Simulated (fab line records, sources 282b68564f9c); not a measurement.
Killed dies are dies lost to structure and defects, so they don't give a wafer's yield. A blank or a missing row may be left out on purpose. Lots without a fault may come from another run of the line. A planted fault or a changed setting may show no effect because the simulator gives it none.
Split-lot experiment | flow rit_cmos | 5 lots, 23 wafers read, on a route of 202 steps

THE SPLIT
At RIT_PSD_COAT_01 (resist thk 1000 nm), the setting spin_rpm was moved away from the recipe's 3250 rpm on 6 of the 23 wafers read, by -4.4% to +6.8%. The other wafers ran this setting at the recipe's value.

FROM THE SPLIT TO THE READING: what the file shows between them, 3 steps
- RIT_PSD_SOFTBAKE_02: time 60 s
- RIT_PSD_EXPOSE_03: exposes mask M10, target cd 40900 nm
- RIT_PSD_DEVELOP_05: develop time 50 s

THE READING
NOVOLAK_of_PSD_COAT_01.thk_nm (the simulator's own value, which no gauge read), in nm, at RIT_PSD_HARDBAKE_07 (time 60 s). The file gives no usual value for it. The 17 wafers here that ran the recipe average 885.6 nm, standard deviation 1.6 nm.

wafer  | tool, chamber at the split | spin_rpm as run, rpm | against the recipe | NOVOLAK_of_PSD_COAT_01.thk_nm, nm | against lot-mates on the recipe
L076.1 | litho_track-03, 0          | 3250                 | recipe             | 885.6                             | -
L076.3 | litho_track-03, 0          | 3321                 | +2.2%              | 877.6                             | -9.9
L076.4 | litho_track-03, 0          | 3321                 | +2.2%              | 878.5                             | -9.0
L076.5 | litho_track-03, 0          | 3250                 | recipe             | 889                               | -
L076.6 | litho_track-03, 0          | 3250                 | recipe             | 888                               | -
L077.1 | litho_track-01, 0          | 3106                 | -4.4%              | 902.1                             | +18.4
L077.2 | litho_track-01, 0          | 3250                 | recipe             | 883                               | -
L077.3 | litho_track-01, 0          | 3250                 | recipe             | 884.1                             | -
L077.5 | litho_track-01, 0          | 3106                 | -4.4%              | 902.7                             | +19.0
L077.6 | litho_track-01, 0          | 3250                 | recipe             | 884                               | -
L078.1 | litho_track-03, 0          | 3250                 | recipe             | 885.6                             | -
L078.2 | litho_track-03, 0          | 3250                 | recipe             | 884.8                             | -
L078.3 | litho_track-03, 0          | 3250                 | recipe             | 882.9                             | -
L082.2 | litho_track-03, 0          | 3250                 | recipe             | 887.4                             | -
L082.3 | litho_track-03, 0          | 3470                 | +6.8%              | 858.1                             | -28.7
L082.4 | litho_track-03, 0          | 3250                 | recipe             | 887                               | -
L082.5 | litho_track-03, 0          | 3250                 | recipe             | 885.9                             | -
L082.6 | litho_track-03, 0          | 3470                 | +6.8%              | 859.3                             | -27.5
L084.1 | litho_track-03, 0          | 3250                 | recipe             | 886.7                             | -
L084.3 | litho_track-03, 0          | 3250                 | recipe             | 886.8                             | -
L084.4 | litho_track-03, 0          | 3250                 | recipe             | 884.7                             | -
L084.5 | litho_track-03, 0          | 3250                 | recipe             | 884.9                             | -
L084.6 | litho_track-03, 0          | 3250                 | recipe             | 885.2                             | -

THE FIT
A straight line over all 23 wafers: NOVOLAK_of_PSD_COAT_01.thk_nm changes by -3.89 nm for each +1% of spin_rpm; r = -0.99; the points scatter about the line by 1.5 nm.
The same after taking each lot's own level away (the mean of its wafers on the recipe; 23 wafers): -4.18 nm for each +1%; r = -1.00; scatter 0.92 nm.
On that fit, the largest move of spin_rpm shifts the reading by 28 nm.
The lots' own levels span 883.70 to 887.53 nm, that is 2.3 times the standard deviation above.
So the lot-to-lot level changes the slope little: the two slopes agree.
Check: with one of the wafers moved furthest among these (+6.8%) left out of the fit, the line predicts -28.1 nm for it against its lot-mates. It came out at -28.7 nm against them.

OTHER SPLITS ON THESE WAFERS
These wafers also went through other splits before the reading. Each is held against what the fit with the lots' levels taken away leaves over:
other split on the same wafers   | wafers away from the commonest value | r with NOVOLAK_of_PSD_COAT_01.thk_nm (lot level and that fit taken away)
RIT_ACTIVE_EXPOSE_08 dose_mj     | 5                                    | -0.31
RIT_FOX2_OXIDATION_00 ox_time_s  | 10                                   | -0.03
RIT_NWELL_IMPLANT_08 energy_kev  | 10                                   | -0.08
RIT_NRETRO_COAT_01 resist_thk_nm | 9                                    | -0.10
RIT_PRETRO_COAT_01 resist_thk_nm | 10                                   | +0.21
RIT_PRETRO_IMPLANT_08 energy_kev | 10                                   | -0.06
RIT_GATE_CVD_08 pressure_mtorr   | 10                                   | -0.05
RIT_NLDD_IMPLANT_08 energy_kev   | 10                                   | +0.00
RIT_SPACER_ETCHBACK_05 time_s    | 7                                    | +0.03

THE WHOLE CHAIN: every reading that the file lists as answering this split, in the file's order
step                | what it does       | reading                                                                        | change (the file's fit)              | r (the file's)
RIT_PSD_COAT_01     | resist thk 1000 nm | NOVOLAK_of_PSD_COAT_01.thk_nm (the simulator's own value, which no gauge read) | -4.78 nm for each +1% of the setting | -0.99
RIT_PSD_HARDBAKE_07 | time 60 s          | NOVOLAK_of_PSD_COAT_01.thk_nm (the simulator's own value, which no gauge read) | -4.18 nm for each +1% of the setting | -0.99

THE FILE'S OWN FIT
NOVOLAK_of_PSD_COAT_01.thk_nm changes by -4.18 nm for each +1% of spin_rpm, r = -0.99.
